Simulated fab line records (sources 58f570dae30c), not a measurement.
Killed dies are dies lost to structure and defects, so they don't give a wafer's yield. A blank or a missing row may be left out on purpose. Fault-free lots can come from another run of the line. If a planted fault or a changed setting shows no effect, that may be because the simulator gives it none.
Which tool was responsible? + flow berkeley cmos170 + route of 331 steps, sampled at 1 step: 14 lots, 42 wafers

WHAT THE GAUGES READ, wafer by wafer
The record holds no reading of a measuring or inspecting step that can be judged against a usual standard deviation.

TOOL THAT RAN EACH LOT (tool first, then ch and the chambers of the sampled wafers, then the start)
| lot  | UCB170_V1_ETCH_14                  |
|------|------------------------------------|
| L518 | rie diel-02 ch 0,1,2, day 8 12:10  |
| L520 | rie diel-02 ch 0,2,3, day 8 15:43  |
| L523 | rie diel-01 ch 1,2,3, day 9 04:02  |
| L522 | rie diel-02 ch 0,2, day 9 05:29    |
| L521 | rie diel-03 ch 0,1,2, day 9 06:44  |
| L524 | rie diel-02 ch 0,2,3, day 9 10:45  |
| L527 | rie diel-03 ch 0,2,3, day 10 03:54 |
| L526 | rie diel-01 ch 0,3, day 10 04:08   |
| L531 | rie diel-01 ch 0,1, day 10 10:34   |
| L534 | rie diel-03 ch 2,3, day 11 13:10   |
| L536 | rie diel-02 ch 2,3, day 11 14:20   |
| L537 | rie diel-02 ch 1,2,3, day 11 15:03 |
| L533 | rie diel-01 ch 0,1,2, day 11 15:10 |
| L538 | rie diel-02 ch 0,3, day 12 10:32   |
- UCB170_V1_ETCH_14: etches SiO2 in CHF3/CF4/Ar, stops on Al, target depth 1250 nm, time 291 s.

AS READ BY THE TOOLS THEMSELVES (means over the sampled wafers that have a number; for cases with no such wafer, the mark the record gives instead)
UCB170_V1_ETCH_14. Usual: drypump motor current A 5.7 A, standard deviation 0.32; oes product au 0.877 a.u., standard deviation 0.011; run length s 319.3 s, standard deviation 0.37; throttle valve pct 6.96 %, standard deviation 0.14.
| lot  | tool        | drypump motor current A (A) | oes product au (a.u.) | run length s (s) | throttle valve pct (%) | flag |
|------|-------------|-----------------------------|-----------------------|------------------|------------------------|------|
| L518 | rie diel-02 | 5.5                         | 0.874                 | 319.3            | 6.83                   |      |
| L520 | rie diel-02 | 5.4                         | 0.883                 | 319.2            | 6.97                   |      |
| L523 | rie diel-01 | 5.7                         | 0.875                 | 319.2            | 7.03                   |      |
| L522 | rie diel-02 | 5.3                         | 0.884                 | 319.5            | 6.89                   |      |
| L521 | rie diel-03 | 6.1                         | 0.873                 | 319.7            | 6.94                   |      |
| L524 | rie diel-02 | 5.4                         | 0.884                 | 319.1            | 6.98                   |      |
| L527 | rie diel-03 | 6.1                         | 0.879                 | 319.5            | 6.97                   |      |
| L526 | rie diel-01 | 5.9                         | 0.874                 | 319.1            | 6.95                   |      |
| L531 | rie diel-01 | 6.0                         | 0.885                 | 314.0            | 7.00                   | OFF  |
| L534 | rie diel-03 | 6.1                         | 0.884                 | 319.5            | 6.81                   |      |
| L536 | rie diel-02 | 5.5                         | 0.885                 | 319.1            | 7.06                   |      |
| L537 | rie diel-02 | 5.6                         | 0.876                 | 319.3            | 6.92                   |      |
| L533 | rie diel-01 | 5.9                         | 0.877                 | 316.7            | 7.03                   | OFF  |
| L538 | rie diel-02 | 5.3                         | 0.891                 | 319.5            | 7.07                   |      |

THE ANSWER, worked out from the rows above alone
Rule: lot off if the mean of its wafers having a number is beyond 3 standard deviations from the usual mean. A lot without any number at a reading at which 4 lots or more have one is off too. Where the step has rows for the other lots, those lots are counted as sound. The gauges are gone through in route order, then the tools' own readings, and for those a lot's mean is taken as printed above. At the first step where some lot is off, the reading lying furthest off is the one used; lots without a number count as furthest.
Off at UCB170_V1_ETCH_14 (run length s): L531, L533.
A tool fits if, at that step or a process step before it, it ran every lot that is off, and no sound lot after the first of them. One candidate fits, namely rie diel-01 at UCB170_V1_ETCH_14. Its last sound lot is L526 (day 10 04:08), its first lot that is off L531 (day 10 10:34): a fault that began between those two fits.
The tool's own readings at UCB170_V1_ETCH_14 bear it out: on the lots that are off they differ by more than 5 times the standard deviation of the sound lots' means. run length s reads 315.4 s there against 319.3 s on the sound lots.

WHAT HAD BEEN PUT IN BY THE SIMULATOR
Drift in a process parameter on rie diel-01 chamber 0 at UCB170_V1_ETCH_14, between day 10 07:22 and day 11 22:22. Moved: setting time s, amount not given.
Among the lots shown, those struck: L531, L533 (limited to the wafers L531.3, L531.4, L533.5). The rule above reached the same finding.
